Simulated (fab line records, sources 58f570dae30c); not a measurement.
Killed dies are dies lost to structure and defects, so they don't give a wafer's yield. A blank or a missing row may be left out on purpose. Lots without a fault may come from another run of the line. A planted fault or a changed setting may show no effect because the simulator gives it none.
Chamber matching | flow berkeley_cmos170 | UCB170_V2_CMP_02 on cmp-01: 4 sister chambers
The step polishes SiO2. 4 wafers are shown with their chamber, then 9 later ones without.

WAFERS WITH THEIR CHAMBER
wafer  | chamber | motor_current_A (A)
L511.4 | 2       | 14.6
L517.2 | 1       | 15.5
L517.4 | 0       | 16.2
L517.5 | 3       | 15.0

WAFERS WITHOUT THEIR CHAMBER
wafer  | motor_current_A (A)
L519.1 | 15.9
L519.2 | 13.9
L519.5 | 15.7
L523.1 | 17.4
L523.4 | 15.6
L523.6 | 14.5
L524.1 | 14.9
L524.4 | 16.6
L524.5 | 14.4

WHICH CHAMBER EACH WENT THROUGH
wafer  | from the rows above               | in truth
L519.1 | can't be placed: 0 or 1 or 3 or 2 | 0
L519.2 | can't be placed: 2 or 3 or 1      | 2
L519.5 | can't be placed: 1 or 0 or 3 or 2 | 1
L523.1 | can't be placed: 0 or 1           | 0
L523.4 | can't be placed: 1 or 0 or 3 or 2 | 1
L523.6 | can't be placed: 2 or 3 or 1      | 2
L524.1 | can't be placed: 3 or 2 or 1      | 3
L524.4 | can't be placed: 0 or 1           | 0
L524.5 | can't be placed: 2 or 3 or 1      | 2
Placed correctly: 0 of 9. Can't be placed from these rows: 9 (the true chamber is among the candidates in 9). Placed wrongly: 0.
How it was worked out, from the rows above alone: a wafer's distance from a chamber is the root of the sum, over the readings, of the square of ((its reading less the chamber's mean) divided by the reading's scatter). The wafer belongs to the nearest chamber; if the next one is less than 2 further off, it can't be placed. A chamber's mean is the mean of its shown wafers. The scatter: with one shown wafer a chamber, the root of the mean of the squares of how far each hidden wafer lies from its nearest shown one.
